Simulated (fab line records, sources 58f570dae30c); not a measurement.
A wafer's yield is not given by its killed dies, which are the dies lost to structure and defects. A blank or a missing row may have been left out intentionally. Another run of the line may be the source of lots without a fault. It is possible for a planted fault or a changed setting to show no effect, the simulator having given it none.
Problem report, 8D (eight disciplines) form, completed by code | flow berkeley_cmos170 | the parts of the form that need people (team, actions taken, sign-off) are left out

## 1. WHAT IS WRONG
Across 9 wafers from 3 lots, GATE_POLY_THK at UCB170_GATE_THK_MEAS_05 averages 106.3 nm, while fault-free wafers read 214.0 nm with a standard deviation of 1.7. That puts it -63 standard deviations away from the usual mean.
First seen on wafer L276.1, day 10 09:58, on film_metro-02. Wafers with a number at this step in the record: 45, from 15 lots. By rule, "out" or "out of limits" means more than 4 standard deviations away from the usual mean. The rest of the wafers with a number are treated as sound.

## 2. WHAT IT IS AND WHAT IT IS NOT
question                    | is                                          | is not
which readings at this step | GATE_POLY_THK                               | -
which lots                  | L276, L277, L278                            | L262, L263, L264, L265, L267, L268, L270, L272, L280, L281, L283, L284
which wafers of those lots  | all that have a number                      | -
read on which gauges        | film_metro-01, film_metro-02, film_metro-04 | -
when                        | from day 10 09:58                           | up to then (24 sound wafers); but 12 sound wafers of L280, L281, L283, L284 came after

## 3. WHAT RULES OUT EACH SUSPECT
Counting: any tool at a process step up to the reading is kept as a suspect provided that every lot that is out went through it and no sound lot did after the first of them.
- ruled out: the gauge at UCB170_GATE_THK_MEAS_05. Those wafers that are out were read across 3 gauges (film_metro-01, film_metro-02, film_metro-04).
- lpcvd-01 at UCB170_GATE_CVD_04 (deposits poly-Si from SiH4, time 1440 s, target thk 214 nm): kept. It ran every lot that is out, first L276 (day 10 08:34), and no sound lot after that; its last sound lot up to then is L272 (day 9 01:52). Out on those wafers are its own readings of sih4_flow_sccm.
Remaining after the count: lpcvd-01 at UCB170_GATE_CVD_04.

## 4. THE CAUSE (what the simulator had put in)
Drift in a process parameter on lpcvd-01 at UCB170_GATE_CVD_04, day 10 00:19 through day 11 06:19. A move of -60 in setting sih4_flow_sccm, from 120. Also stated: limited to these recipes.
After counting, this tool was the only one left.

## 5. THE EFFECT CHAIN, in route order
Rows list readings where the struck wafers' mean (over those with a number) sits beyond 3 standard deviations from the usual. Only readings whose record carries a usual standard deviation are examined. hours: median over the lots of the time between each lot's start at the first step of this table that gives one and its start at this step. sigmas: the change, counted in usual standard deviations.
hours | step                    | reading        | usual      | on struck wafers | change | sigmas
0     | UCB170_GATE_CVD_04      | sih4_flow_sccm | 120.0 sccm | 60.0             | -60.0  | -99 or more
1     | UCB170_GATE_THK_MEAS_05 | GATE_POLY_THK  | 214.0 nm   | 106.3            | -107.7 | -63
3     | UCB170_GATE_ETCH_15     | oes_product_au | 0.823 a.u. | 0.552            | -0.271 | -21
Here are the process steps it includes:
- UCB170_GATE_CVD_04: deposits poly-Si from SiH4, time 1440 s, target thk 214 nm.
- UCB170_GATE_ETCH_15: etches poly-Si in HBr/Cl2, stops on SiO2, time 56.3 s, target depth 278.2 nm.

## 6. WHAT WOULD HAVE CAUGHT IT SOONER
The first out-of-limits reading at a measuring or inspecting step in this record came at day 10 09:58, 10 hours after the fault's start at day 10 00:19.
Tool's own readings at UCB170_GATE_CVD_04, sih4_flow_sccm: out on all struck wafers the step has rows for; an alarm limit on them would have tripped on the first.
By day 10 09:58 the whole set of lots that are out, 3 in number, had already begun UCB170_GATE_CVD_04 on lpcvd-01. Holding the tool at that point would not have protected any of them.
